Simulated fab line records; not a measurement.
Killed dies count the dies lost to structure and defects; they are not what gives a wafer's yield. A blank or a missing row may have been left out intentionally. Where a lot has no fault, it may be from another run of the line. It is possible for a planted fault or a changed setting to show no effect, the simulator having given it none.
fab line records	flow berkeleyCmos170
record lots=6	wafers=18	lastDay=11
route steps=331 shown M1@244 V1@254
lots that met no fault: from a run of the same line without faults
startH: hours from the record's first day to the start of the lot's first wafer shown	waitH: time in hours since the lot's previous step	" repeats the value in the row above	L1.1+2: a row that stands for several wafers	- either no value or no given start	* or withheld: withheld	< > ~ a bound
route shown NAME@n: a module of which the file shows steps, and the number in the route of the first	usual: mean and standard deviation over wafers with no fault	same: alike in all rows	chamber/n: place in a boat	sites: the reading at each site	_std_site: how widely they spread, as a standard deviation	_edge_site: the outer-site mean with the inner-site mean subtracted	radiusMm: for every site, how far away it sits from the centre of the wafer	mask NAME#n: copy n	behind: the tool/chamber that last shaped the wafer	hold: reason for holding the lot/hours on hold/outcome of the hold	device: transistor that didn't switch, given as n, p or np	end of line: the tests these same wafers got at the end of their route	a step without rows: its recipe alone	killed: count of dies lost to structure and defects at first sort (not the wafer's yield)	map: a wafer's dies, x killed, . not, _ none there
set.NAME: the run value of the setting; set.NAME@STEP: its run value at that earlier step	model.NAME: the simulator's own value behind a step, which no gauge read
lots at some steps of the route; a table a step, a row a wafer
services: a tool's chamber out of use, with start hour (startH, from the record's first day; less than 0 if before it), hours out, and reason
## steps
# step UCB170_M1_EXPOSE_06
# recipe maskId=METAL1	targetCdNm=700	na=0.5	sigmaOuter=0.6	sourceShape=conventional	doseMj=21
# step UCB170_M1_PEB_07
# recipe pebTempC=130	pebTimeS=withheld	resist=KrF
# step UCB170_M1_DEVELOP_08
# recipe developer=TMAH	developTimeS=45	resist=KrF	devTempC=21
# step UCB170_M1_CD_MEAS_09
# recipe targetCdNm=700
# usual cdNm=700.0/1.6
lot.wafer	tool	chamber	startH	waitH	cdNm
L419.4	cdSem-01	-	182.10	-	696.3
L419.5	"	-	"	"	698.0
L419.6	"	-	"	"	697.4
L428.1	cdSem-01	-	228.39	-	698.4
L428.2	"	-	"	"	700.0
L428.3	"	-	"	"	699.9
L429.3	cdSem-01	-	236.02	-	702.3
L429.4	"	-	"	"	702.9
L429.6	"	-	"	"	701.2
L433.2	cdSem-01	-	252.04	-	702.4
L433.4	"	-	"	"	701.7
L433.6	"	-	"	"	702.4
L436.1	cdSem-01	-	252.84	-	699.7
L436.4	"	-	"	"	698.5
L436.5	"	-	"	"	698.9
L437.3	cdSem-02	-	253.21	-	701.1
L437.5	"	-	"	"	700.9
L437.6	"	-	"	"	700.9
# step UCB170_M1_OVL_MEAS_10
# usual M1_OVL=-7/4.8
lot.wafer	tool	chamber	startH	waitH	M1_OVL[nm]
L419.4	overlay-02	-	182.18	0.1	-7
L419.5	"	-	"	"	-12
L419.6	"	-	"	"	-13
L428.1	overlay-01	-	228.51	0.1	-10
L428.2	"	-	"	"	-9
L428.3	"	-	"	"	-6
L429.3	overlay-02	-	236.11	0.1	-10
L429.4	"	-	"	"	-12
L429.6	"	-	"	"	-14
L433.2	overlay-02	-	252.15	0.1	-10
L433.4	"	-	"	"	-16
L433.6	"	-	"	"	-12
L436.1	overlay-02	-	252.96	0.1	1
L436.4	"	-	"	"	-7
L436.5	"	-	"	"	-2
L437.3	overlay-02	-	253.31	0.1	-9
L437.5	"	-	"	"	-9
L437.6	"	-	"	"	-8
# step UCB170_M1_ETCH_11
# recipe chemistry=N2/H2	targetDepthA=withheld	overetchA=withheld	target=BARC	timeS=withheld	sourceW=500	biasW=100	pressureMtorr=30	n2FlowSccm=100	h2FlowSccm=200
# usual chamberPressureMTorr=30.001/0.027	drypumpMotorCurrentA=5.8/0.42	oesProductAu=0.982/0.021	rfFwdPowerW=494.4/2.5	throttleValvePct=13.37/0.14
lot.wafer	tool	chamber	startH	waitH	chamberPressureMTorr	drypumpMotorCurrentA	oesProductAu	rfFwdPowerW	throttleValvePct
L419.4	rieDiel-01	3	182.20	0.0	30.044	5.6	0.985	493.4	13.16
L419.5	"	1	"	"	30.003	5.0	0.946	496.1	13.56
L419.6	"	0	"	"	29.999	6.3	0.982	493.9	13.14
L428.1	rieDiel-02	2	228.54	0.0	29.983	6.4	0.949	492.9	13.44
L428.2	"	3	"	"	29.976	5.5	0.969	497.9	13.38
L428.3	"	1	"	"	30.035	5.8	1.011	492.0	13.51
L429.3	rieDiel-01	1	236.13	0.0	29.999	5.0	0.951	497.9	13.59
L429.4	"	3	"	"	29.996	5.7	0.974	494.1	13.16
L429.6	"	0	"	"	30.021	6.3	0.998	496.3	13.16
L433.2	rieDiel-02	2	252.18	0.0	30.011	6.4	0.962	494.6	13.44
L433.4	"	1	"	"	30.043	5.9	1.030	491.9	13.50
L433.6	"	1	"	"	29.964	5.9	1.016	492.0	13.51
L436.1	rieDiel-03	1	253.00	0.0	30.038	5.4	1.031	494.9	13.22
L436.4	"	0	"	"	30.015	6.6	0.988	494.8	13.24
L436.5	"	0	"	"	30.042	6.5	0.982	494.1	13.23
L437.3	rieDiel-01	3	253.33	0.0	30.034	5.7	0.984	491.7	13.16
L437.5	"	0	"	"	29.990	6.3	0.995	493.8	13.16
L437.6	"	2	"	"	30.063	5.7	0.953	492.5	13.39
# step UCB170_M1_METAL_ETCH_12
# recipe chemistry=Cl2/BCl3	target=Al	stopOn=PSG	pressureMtorr=12	targetDepthA=7800	overEtchFrac=0.3	timeS=130	icpW=600	biasW=120	Cl2_flow_sccm=90	bcl3FlowSccm=45
# usual chamberPressureMTorr=12.001/0.011	drypumpMotorCurrentA=5.6/0.43	oesProductAu=0.848/0.017	rfFwdPowerW=596.8/1.9	throttleValvePct=24.43/0.22
lot.wafer	tool	chamber	startH	waitH	chamberPressureMTorr	drypumpMotorCurrentA	oesProductAu	rfFwdPowerW	rfHoursCounterH	throttleValvePct
L419.4	rieMetal-03	0	182.29	-	12.009	5.8	0.836	594.2	-	24.26
L419.5	"	1	"	"	12.003	6.1	0.844	600.6	-	24.11
L419.6	"	0	"	"	12.008	5.7	0.851	594.6	-	24.25
L428.1	rieMetal-03	1	228.58	-	12.016	6.1	0.835	598.1	6	24.10
L428.2	"	0	"	"	12.003	5.8	0.859	596.1	5	24.27
L428.3	"	0	"	"	11.999	5.8	0.857	599.0	-	24.26
L429.3	rieMetal-01	1	236.26	-	12.017	6.0	0.883	593.2	-	24.65
L429.4	"	1	"	"	12.012	6.1	0.894	597.1	-	24.62
L429.6	"	1	"	"	12.003	6.0	0.868	598.4	-	24.66
L433.2	rieMetal-02	1	252.22	-	12.000	5.2	0.826	594.3	5	24.28
L433.4	"	1	"	"	11.991	5.2	0.828	595.1	-	24.27
L433.6	"	0	"	"	11.993	5.0	0.833	596.1	-	24.56
L436.1	rieMetal-03	0	253.04	-	11.986	5.8	0.848	596.8	5	24.25
L436.4	"	1	"	"	11.992	6.1	0.844	596.7	-	24.08
L436.5	"	0	"	"	12.013	5.8	0.853	595.5	-	24.25
L437.3	rieMetal-02	1	253.42	-	11.995	5.2	0.821	596.0	-	24.26
L437.5	"	1	"	"	11.982	5.2	0.834	593.5	-	24.26
L437.6	"	0	"	"	12.004	5.0	0.842	597.4	-	24.54
# step UCB170_M1_STRIP_13
# recipe chemistry=O2	powerW=400	pressureMtorr=3500	platenTempC=withheld	o2FlowSccm=400	overashFraction=0.5
# usual chamberPressureMTorr=3500/3.2	drypumpMotorCurrentA=5.7/0.36	oesProductAu=0.720/0.0044
# same overashFraction=0.5
lot.wafer	tool	chamber	startH	waitH	chamberPressureMTorr	drypumpMotorCurrentA	oesProductAu	rfHoursCounterH
L419.4	plasmaAsher-04	1	182.41	0.1	3503	6.5	0.721	-
L419.5	"	1	"	"	3504	6.5	0.718	-
L419.6	"	0	"	"	3505	5.9	0.718	-
L428.1	plasmaAsher-01	0	228.72	0.1	3502	5.4	0.719	12
L428.2	"	1	"	"	3504	5.5	0.713	12
L428.3	"	0	"	"	3502	5.4	0.718	-
L429.3	plasmaAsher-03	0	236.48	0.2	3498	5.5	0.723	-
L429.4	"	1	"	"	3501	5.7	0.722	-
L429.6	"	1	"	"	3497	5.7	0.717	-
L433.2	plasmaAsher-04	1	252.35	0.1	3497	6.5	0.720	55
L433.4	"	0	"	"	3496	5.9	0.723	-
L433.6	"	0	"	"	3500	5.9	0.715	-
L436.1	plasmaAsher-03	1	253.17	0.1	3497	5.7	0.717	50
L436.4	"	1	"	"	3499	5.7	0.725	-
L436.5	"	1	"	"	3503	5.7	0.728	-
L437.3	plasmaAsher-01	1	253.54	0.1	3496	5.5	0.719	-
L437.5	"	1	"	"	3501	5.5	0.716	-
L437.6	"	0	"	"	3499	5.5	0.726	-
# step UCB170_M1_CD_MEAS_90
# recipe targetCdNm=700
# usual cdNm=700/3.8
lot.wafer	tool	chamber	startH	waitH	cdNm
L419.4	cdSem-01	-	182.53	0.1	695
L419.5	"	-	"	"	696
L419.6	"	-	"	"	694
L428.1	cdSem-02	-	228.82	0.1	697
L428.2	"	-	"	"	700
L428.3	"	-	"	"	699
L429.3	cdSem-01	-	236.58	0.1	707
L429.4	"	-	"	"	708
L429.6	"	-	"	"	706
L433.2	cdSem-02	-	252.47	0.1	703
L433.4	"	-	"	"	704
L433.6	"	-	"	"	700
L436.1	cdSem-01	-	253.27	0.1	697
L436.4	"	-	"	"	696
L436.5	"	-	"	"	698
L437.3	cdSem-02	-	253.65	0.1	704
L437.5	"	-	"	"	702
L437.6	"	-	"	"	699
# step UCB170_M1_ANNEAL_14
# recipe tempC=400	timeS=1200	ambient=formingGas
# step UCB170_V1_CVD_00
# recipe material=SiO2	targetThkNm=2000	tempC=390	precursor=TEOS/O2	timeS=250	rfW=550	pressureMtorr=9000
# usual heaterPowerW=301/56	pressureMtorr=8997/18	rfFwdPowerW=548.3/1.8
lot.wafer	tool	chamber	startH	waitH	heaterPowerW	pressureMtorr	rfFwdPowerW
L419.4	pecvd-04	1	186.75	0.1	292	9028	548.3
L419.5	"	0	"	"	281	8995	548.9
L419.6	"	2	"	"	394	8983	547.9
L428.1	pecvd-02	1	230.37	0.0	283	9036	549.6
L428.2	"	0	"	"	249	8991	551.3
L428.3	"	2	"	"	296	8974	546.4
L429.3	pecvd-02	0	238.00	0.0	253	9005	547.4
L429.4	"	0	"	"	304	9004	547.3
L429.6	"	2	"	"	331	8986	548.6
L433.2	pecvd-01	1	255.18	0.0	336	9011	549.9
L433.4	"	1	"	"	250	8973	548.1
L433.6	"	2	"	"	250	8964	546.8
L436.1	pecvd-04	1	255.18	0.0	228	9005	548.2
L436.4	"	1	"	"	285	9023	545.7
L436.5	"	2	"	"	407	9014	550.7
L437.3	pecvd-04	0	255.33	0.2	304	8979	550.5
L437.5	"	2	"	"	395	8985	549.2
L437.6	"	0	"	"	371	9002	552.4
# step UCB170_V1_THK_MEAS_01
# recipe reads=SiO2_of_V1_CVD_00
# usual V1_TEOS_THK=2006/31
lot.wafer	tool	chamber	startH	waitH	V1_TEOS_THK[nm]
L419.4	filmMetro-03	-	186.86	0.0	2009
L419.5	"	-	"	"	1957
L419.6	"	-	"	"	2040
L428.1	filmMetro-01	-	230.53	0.1	1969
L428.2	"	-	"	"	2013
L428.3	"	-	"	"	1967
L429.3	filmMetro-01	-	238.17	0.1	2006
L429.4	"	-	"	"	2033
L429.6	"	-	"	"	1991
L436.1	filmMetro-03	-	255.33	0.1	1988
L436.4	"	-	"	"	2011
L436.5	"	-	"	"	2059
L433.2	filmMetro-02	-	255.34	0.1	2015
L433.4	"	-	"	"	2048
L433.6	"	-	"	"	1972
L437.3	filmMetro-02	-	255.51	0.1	1970
L437.5	"	-	"	"	2058
L437.6	"	-	"	"	2028
# step UCB170_V1_CMP_02
# recipe material=SiO2	downForcePsi=6	platenRpm=60	padVelocityMS=0.75398
# usual edgeZonePressureFrac=1.000/0.005	headPressurePsi=6.000/0.013	motorCurrentA=16.4/1.4	platenRpm=60.00/0.039
lot.wafer	tool	chamber	startH	waitH	edgeZonePressureFrac	headPressurePsi	motorCurrentA	platenRpm	model.SiO2_of_V1_CVD_00.thkNm
L419.4	cmp-01	2	186.94	0.1	1.002	5.995	14.8	59.98	1000
L419.6	"	1	"	"	1.004	6.021	17.9	60.01	1003
L419.5	"	2	"	"	1.004	5.989	14.8	60.02	999.9
L428.1	cmp-02	1	230.88	0.3	1.002	6.011	18.2	60.00	996.2
L428.3	"	3	"	"	0.996	5.997	15.5	60.00	1000
L428.2	"	0	"	"	0.997	5.975	16.3	59.98	999.2
L429.4	cmp-02	2	238.31	0.1	-	-	-	-	2033
L429.3	"	3	"	"	-	-	-	-	2006
L429.6	"	0	"	"	-	-	-	-	1990
L433.2	cmp-01	0	255.44	0.1	-	-	-	-	2014
L433.4	"	2	"	"	-	-	-	-	2048
L433.6	"	3	"	"	-	-	-	-	1972
L436.4	cmp-02	1	255.44	0.1	1.004	6.016	18.4	60.01	997.7
L436.1	"	3	"	"	1.005	5.978	16.1	59.98	1001
L436.5	"	1	"	"	1.005	6.009	18.1	59.95	998.1
L437.3	cmp-02	1	255.69	0.2	1.003	6.012	17.6	60.02	996.3
L437.6	"	1	"	"	1.007	6.000	17.9	59.98	997.3
L437.5	"	2	"	"	1.001	5.999	16.5	59.96	1001
# step UCB170_V1_BOW_MEAS_03
# recipe mode=bow
# usual V1_BOW=18/7.2
lot.wafer	tool	chamber	startH	waitH	V1_BOW[um]
L419.4	filmMetro-02	-	187.25	0.3	20
L419.5	"	-	"	"	17
L419.6	"	-	"	"	21
L428.1	filmMetro-03	-	231.18	0.2	17
L428.2	"	-	"	"	25
L428.3	"	-	"	"	27
L429.3	filmMetro-03	-	238.55	0.1	51
L429.4	"	-	"	"	42
L429.6	"	-	"	"	37
L436.1	filmMetro-01	-	255.69	0.1	7
L436.4	"	-	"	"	17
L436.5	"	-	"	"	28
L433.2	filmMetro-03	-	255.71	0.2	28
L433.4	"	-	"	"	32
L433.6	"	-	"	"	32
L437.3	filmMetro-03	-	256.03	0.3	24
L437.5	"	-	"	"	17
L437.6	"	-	"	"	19
# step UCB170_V1_THK_MEAS_04
# recipe reads=SiO2_of_V1_CVD_00
# usual V1_POLISHED_THK=1000.1/1.6
lot.wafer	tool	chamber	startH	waitH	V1_POLISHED_THK[nm]
L419.4	filmMetro-02	-	187.34	0.1	999.7
L419.5	"	-	"	"	999.7
L419.6	"	-	"	"	1002.4
L428.1	filmMetro-03	-	231.30	0.1	997.0
L428.2	"	-	"	"	998.2
L428.3	"	-	"	"	999.5
L429.3	filmMetro-03	-	238.65	0.1	2006.4
L429.4	"	-	"	"	2033.4
L429.6	"	-	"	"	1992.6
L436.1	filmMetro-01	-	255.81	0.1	1000.3
L436.4	"	-	"	"	997.7
L436.5	"	-	"	"	998.3
L433.2	filmMetro-03	-	255.82	0.1	2014.6
L433.4	"	-	"	"	2047.5
L433.6	"	-	"	"	1972.2
L437.3	filmMetro-03	-	256.13	0.1	995.5
L437.5	"	-	"	"	1001.6
L437.6	"	-	"	"	997.2
# step UCB170_V1_CLEAN_05
# recipe chemistry=DIW
# step UCB170_V1_HMDS_06
# recipe primeTimeS=60	primeTempC=100
# step UCB170_V1_COAT_07
# recipe resist=KrF	spinRpm=1500	resistThkNm=900
# step UCB170_V1_SOFTBAKE_08
# recipe resist=KrF	tempC=130	timeS=60
# step UCB170_V1_EXPOSE_09
# recipe maskId=VIA1	targetCdNm=700	na=0.5	sigmaOuter=0.6	sourceShape=conventional	doseMj=37
# step UCB170_V1_PEB_10
# recipe pebTempC=130	pebTimeS=withheld	resist=KrF
# step UCB170_V1_DEVELOP_11
# recipe developer=TMAH	developTimeS=45	resist=KrF	devTempC=21
# step UCB170_V1_CD_MEAS_12
# recipe targetCdNm=700
# usual cdNm=700.2/1.4
lot.wafer	tool	chamber	startH	waitH	cdNm
L419.4	cdSem-01	-	189.44	-	700.9
L419.5	"	-	"	"	701.1
L419.6	"	-	"	"	701.4
L428.1	cdSem-01	-	235.37	-	698.5
L428.2	"	-	"	"	699.6
L428.3	"	-	"	"	698.3
L429.3	cdSem-01	-	241.79	-	700.2
L429.4	"	-	"	"	699.8
L429.6	"	-	"	"	701.7
L436.1	cdSem-02	-	257.30	-	701.6
L436.4	"	-	"	"	701.5
L436.5	"	-	"	"	701.2
L433.2	cdSem-02	-	257.67	-	698.2
L433.4	"	-	"	"	697.4
L433.6	"	-	"	"	698.9
L437.3	cdSem-02	-	259.22	-	698.3
L437.5	"	-	"	"	696.8
L437.6	"	-	"	"	696.6
# step UCB170_V1_OVL_MEAS_13
# usual V1_OVL=-3/5.5
lot.wafer	tool	chamber	startH	waitH	V1_OVL[nm]
L419.4	overlay-01	-	189.52	0.1	-3
L419.5	"	-	"	"	-16
L419.6	"	-	"	"	-8
L428.1	overlay-02	-	235.49	0.1	-1
L428.2	"	-	"	"	-4
L428.3	"	-	"	"	1
L429.3	overlay-02	-	241.88	0.1	-2
L429.4	"	-	"	"	-11
L429.6	"	-	"	"	-12
L436.1	overlay-01	-	257.42	0.1	9
L436.4	"	-	"	"	9
L436.5	"	-	"	"	5
L433.2	overlay-01	-	257.77	0.1	-3
L433.4	"	-	"	"	-4
L433.6	"	-	"	"	-3
L437.3	overlay-01	-	259.31	0.1	-7
L437.5	"	-	"	"	-9
L437.6	"	-	"	"	-2
# step UCB170_V1_ETCH_14
# recipe chemistry=CHF3/CF4/Ar	target=SiO2	stopOn=Al	CHF3_flow_sccm=45	cf4FlowSccm=15	Ar_flow_sccm=150	pressureMtorr=200	rfW=700	targetDepthA=12500	overEtchFrac=0.25	timeS=291
# usual chamberPressureMTorr=199.99/0.18	drypumpMotorCurrentA=5.8/0.43	mfcArSccm=150.0/0.53	oesProductAu=0.865/0.011	rfFwdPowerW=698.0/1.9	throttleValvePct=6.99/0.11
lot.wafer	tool	chamber	startH	waitH	chamberPressureMTorr	drypumpMotorCurrentA	mfcArSccm	oesProductAu	rfFwdPowerW	rfHoursCounterH	throttleValvePct	model.etch.depthNm	model.V1.featureDepthNm
L419.4	rieDiel-04	0	189.53	0.0	199.92	5.9	150.0	0.852	698.9	18	7.02	1000	1000
L419.5	"	1	"	"	199.74	6.3	148.7	0.867	698.6	-	7.00	999.9	1000
L419.6	"	0	"	"	199.97	5.9	149.9	0.858	696.9	-	7.02	1003	1003
L428.1	rieDiel-01	1	235.52	0.0	200.04	5.0	150.2	0.877	701.7	137	7.13	996.2	996.2
L428.2	"	3	"	"	200.13	5.7	149.3	0.860	694.6	16	6.88	999.2	999.3
L428.3	"	0	"	"	199.99	6.2	150.7	0.869	697.8	92	6.94	1000	1000
L429.3	rieDiel-02	1	241.91	0.0	200.37	5.9	150.3	1.633	699.4	81	7.13	1269	1269
L429.4	"	2	"	"	199.82	6.4	149.8	1.521	696.1	15	7.15	1189	1189
L429.6	"	0	"	"	199.90	6.0	150.7	1.573	698.9	-	6.95	1232	1232
L436.1	rieDiel-02	1	257.46	0.0	200.35	5.9	149.9	0.869	697.1	82	7.08	1001	1001
L436.4	"	3	"	"	199.90	5.5	149.2	0.864	699.3	37	7.16	997.7	998.1
L436.5	"	3	"	"	199.82	5.5	149.9	0.857	699.4	-	7.19	998.1	998.4
L433.2	rieDiel-01	2	257.80	0.0	200.24	5.7	148.9	1.582	697.4	2	6.98	1208	1208
L433.4	"	3	"	"	199.63	5.6	149.2	1.618	697.5	17	6.91	1270	1270
L433.6	"	2	"	"	200.29	5.7	149.7	1.582	698.3	-	7.00	1214	1214
L437.3	rieDiel-01	3	259.33	0.0	199.93	5.6	150.1	0.854	694.9	17	6.88	996.3	996.3
L437.5	"	2	"	"	200.19	5.7	150.1	0.870	696.4	-	6.95	1001	1001
L437.6	"	3	"	"	199.86	5.7	150.4	0.857	697.0	-	6.88	997.3	997.3
# step UCB170_V1_STRIP_15
# recipe chemistry=O2	powerW=400	pressureMtorr=3500	platenTempC=withheld	o2FlowSccm=400	overashFraction=0.5
# usual chamberPressureMTorr=3500/3.1	drypumpMotorCurrentA=5.8/0.42	oesProductAu=0.721/0.0047	stripTimeToEndpointS=15.35/0.15
# same overashFraction=0.5
lot.wafer	tool	chamber	startH	waitH	chamberPressureMTorr	drypumpMotorCurrentA	oesProductAu	rfHoursCounterH	stripTimeToEndpointS
L419.4	plasmaAsher-04	1	189.75	0.1	3500	6.6	0.718	-	15.34
L419.5	"	1	"	"	3500	6.5	0.728	-	15.18
L419.6	"	0	"	"	3500	5.9	0.726	-	15.32
L428.1	plasmaAsher-04	0	235.70	0.1	3499	5.9	0.725	53	15.53
L428.2	"	1	"	"	3503	6.6	0.721	53	15.13
L428.3	"	1	"	"	3497	6.6	0.722	-	15.31
L429.3	plasmaAsher-04	1	242.12	0.1	3496	6.6	0.723	-	15.27
L429.4	"	0	"	"	3502	5.9	0.713	-	15.58
L429.6	"	1	"	"	3503	6.5	0.713	-	15.35
L436.1	plasmaAsher-01	0	257.64	0.1	3500	5.4	0.721	16	15.27
L436.4	"	1	"	"	3496	5.5	0.717	-	15.08
L436.5	"	1	"	"	3500	5.5	0.722	-	15.14
L433.2	plasmaAsher-04	1	257.98	0.1	3508	6.5	0.723	56	15.51
L433.4	"	1	"	"	3505	6.5	0.723	-	15.25
L433.6	"	0	"	"	3501	5.9	0.726	-	15.52
L437.3	plasmaAsher-01	0	259.54	0.1	3503	5.4	0.726	-	15.11
L437.5	"	1	"	"	3498	5.5	0.720	-	15.52
L437.6	"	0	"	"	3503	5.4	0.727	-	15.11
## services
tool	chamber	startH	hours	kind
rieDiel-01	3	162.95	6.2	repair
pecvd-04	-	165.38	6.0	pm
pecvd-01	2	167.64	8.1	repair
rieDiel-02	1	168.39	8.0	repair
rieDiel-04	1	179.49	4.3	repair
cmp-02	-	190.14	2.2	repair
pecvd-04	0	192.78	14.2	repair
rieDiel-01	2	199.48	-	clean
rieDiel-01	2	199.48	15.7	scheduledDown
rieDiel-01	2	199.48	15.7	ventCycle
cmp-02	-	201.30	2.4	repair
plasmaAsher-04	-	218.20	1.5	repair
cmp-02	-	220.95	0.7	repair
pecvd-01	-	230.35	0.4	repair
cmp-02	-	232.00	4.0	pm
rieDiel-01	2	232.74	5.2	repair
rieDiel-02	-	233.14	2.8	pm
cmp-02	-	236.00	-	consumableReplace:conditioner
cmp-02	-	236.00	-	consumableReplace:pad
rieDiel-01	1	238.00	-	clean
rieDiel-01	1	238.00	15.5	scheduledDown
rieDiel-01	1	238.00	15.5	ventCycle
rieMetal-03	-	239.69	1.4	pm
pecvd-02	-	242.50	14.0	pm
## key
firstSign step=UCB170_V1_CMP_02	reading=toolRecord	direction=missing
effect step=UCB170_V1_BOW_MEAS_03	reading=V1_BOW	direction=up	sigmas=2.6	usual=18	struck=37
effect step=UCB170_V1_THK_MEAS_04	reading=V1_POLISHED_THK	direction=up	sigmas=99+	usual=1000.1	struck=2011.1
effect step=UCB170_V1_ETCH_14	reading=oesProductAu	direction=up	sigmas=68	usual=0.865	struck=1.585
modelEffect step=UCB170_V1_CMP_02	value=SiO2_of_V1_CVD_00.thkNm	without=1001	struck=2011
modelEffect step=UCB170_V1_ETCH_14	value=etch.depthNm	without=1001	struck=1230
metAt UCB170_V1_CMP_02
struckWafers L429.3,L429.4,L429.6,L433.2,L433.4,L433.6
laterRowsLeftOut L429.3,L429.4,L429.6,L433.2,L433.4,L433.6
sortLeftOut L429.3,L429.4,L429.6,L433.2,L433.4,L433.6
onsetBetween 230.88 238.31
fault kind=skippedStepWhole	tool=cmp-01,cmp-02	chamber=-	onsetH=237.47	steps=UCB170_V1_CMP_02	scope=struckLotsOnly
# sortLeftOut: the simulated sort isn't trusted on such a fault, so these wafers' sort isn't shown, and their yield isn't known
# laterRowsLeftOut: the simulator's readings of these wafers behind a module that went badly wrong aren't trusted and aren't shown, but for the sort
